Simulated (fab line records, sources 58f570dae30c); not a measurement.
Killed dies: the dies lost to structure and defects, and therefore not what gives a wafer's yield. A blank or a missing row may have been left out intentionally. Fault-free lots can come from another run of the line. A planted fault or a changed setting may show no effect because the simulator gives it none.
Comparing a struck lot with a sound one / flow berkeley_cmos170 / 24 out of 331 route steps
Sound: the wafers L320.1, L320.3, L320.4. Wafers L337.2, L337.4, L337.6 were the ones struck. The cause is named last.
Each step with rows lists, per side, the tool, then ch with its chambers, then its first start. Under that, the readings that differ: sound wafers / struck wafers / difference of the means / sigmas: that difference in standard deviations of wafers without a fault.
alike: words and numbers the same on both sides, and readings whose means are apart by under 2 such deviations; not compared: readings that were withheld, readings missing a value for some wafer, numbers with overlapping values and no deviation given by the record, and bounds like >300 which may hide the same value.
The two part at a step that has a row with sigmas, a row that says differs or no value, or rows on one side only. Numbers that don't overlap but have no deviation are shown without sigmas and don't part them. A reading missing from all wafers of one side parts the sides only when that side holds two or more wafers.

first, 4 steps without rows for these wafers: UCB170_PLDD_SOFTBAKE_02 (time 60 s); UCB170_PLDD_EXPOSE_03 (exposes mask PSELECT, target cd 1200 nm); UCB170_PLDD_PEB_04; UCB170_PLDD_DEVELOP_05 (develop time 45 s).
UCB170_PLDD_CD_MEAS_06 targets a cd of 1200 nm.
  struck on cd_sem-02, day 11 07:13; sound on cd_sem-01, day 7 10:51
  alike: cd_nm
UCB170_PLDD_OVL_MEAS_07:
  struck on overlay-02, day 11 07:19; sound on overlay-02, day 7 10:58
  alike: PLDD_OVL
then, 2 steps without rows for these wafers: UCB170_PLDD_IMPLANT_08; UCB170_PLDD_IMPLANT_09.
UCB170_PLDD_STRIP_10: strips in O2.
  sound on plasma_asher-02 ch 0,1, day 7 11:19; struck on plasma_asher-02 ch 0,1, day 11 07:39
  alike: drypump_motor_current_A, oes_product_au, strip_time_to_endpoint_s
  not compared: rf_hours_counter_h
UCB170_PLDD_TW_MEAS_11:
  struck on film_metro-03, day 11 07:46; sound on film_metro-02, day 7 11:25
  alike: PLDD_TW
then, 2 steps without rows for these wafers: UCB170_PLDD_CLEAN_12 (cleans in SPM, time 600 s); UCB170_NLDD_HMDS_00 (prime time 60 s).
UCB170_NLDD_COAT_01: resist thk 900 nm.
  sound on litho_track-02 ch 0, day 7 11:59; struck on litho_track-04 ch 0, day 11 08:11
reading=model.KrF_of_NLDD_COAT_01.thk_nm (nm); sound=900.4 901.4 904.2; struck=855.8 856.9 859.7; difference=-44.5; sigmas=
  alike: spin_speed_rpm
then, 3 steps without rows for these wafers: UCB170_NLDD_SOFTBAKE_02 (time 60 s); UCB170_NLDD_EXPOSE_03 (exposes mask NSELECT, target cd 1200 nm); UCB170_NLDD_PEB_04.
UCB170_NLDD_DEVELOP_05: develop time 45 s.
  sound on litho_track-02 ch 0; struck on litho_track-02 ch 0
reading=model.KrF_of_NLDD_COAT_01.thk_nm (nm); sound=886.2 887.2 890; struck=841.6 842.7 845.5; difference=-44.5; sigmas=
UCB170_NLDD_CD_MEAS_06 targets a cd of 1200 nm.
  struck on cd_sem-02, day 11 09:10; sound on cd_sem-01, day 7 12:55
reading=cd_nm (nm); sound=1196.1 1196.6 1196.5; struck=1202.0 1202.0 1202.6; difference=+5.8; sigmas=+4
UCB170_NLDD_OVL_MEAS_07:
  struck on overlay-02, day 11 09:16; sound on overlay-01, day 7 13:02
  alike: NLDD_OVL
then, 2 steps without rows for these wafers: UCB170_NLDD_IMPLANT_08; UCB170_NLDD_IMPLANT_09.
UCB170_NLDD_STRIP_10: strips in O2.
  sound on plasma_asher-04 ch 0,1, day 7 13:23; struck on plasma_asher-03 ch 0,1, day 11 09:36
reading=strip_time_to_endpoint_s (s); sound=21.63 21.65 21.73; struck=20.57 20.61 20.67; difference=-1.05; sigmas=-19
  alike: drypump_motor_current_A, oes_product_au
  not compared: rf_hours_counter_h
UCB170_NLDD_TW_MEAS_11:
  struck on film_metro-01, day 11 09:43; sound on film_metro-01, day 7 13:29
  alike: NLDD_TW
UCB170_M3_PROBE_99:
  the record holds rows for the sound wafers here (prober-01, day 8 22:46) but none for the struck ones

## WHERE THEY PART
Earliest at UCB170_NLDD_CD_MEAS_06; latest, in this record, at UCB170_M3_PROBE_99.

WHY: what the simulator had put in
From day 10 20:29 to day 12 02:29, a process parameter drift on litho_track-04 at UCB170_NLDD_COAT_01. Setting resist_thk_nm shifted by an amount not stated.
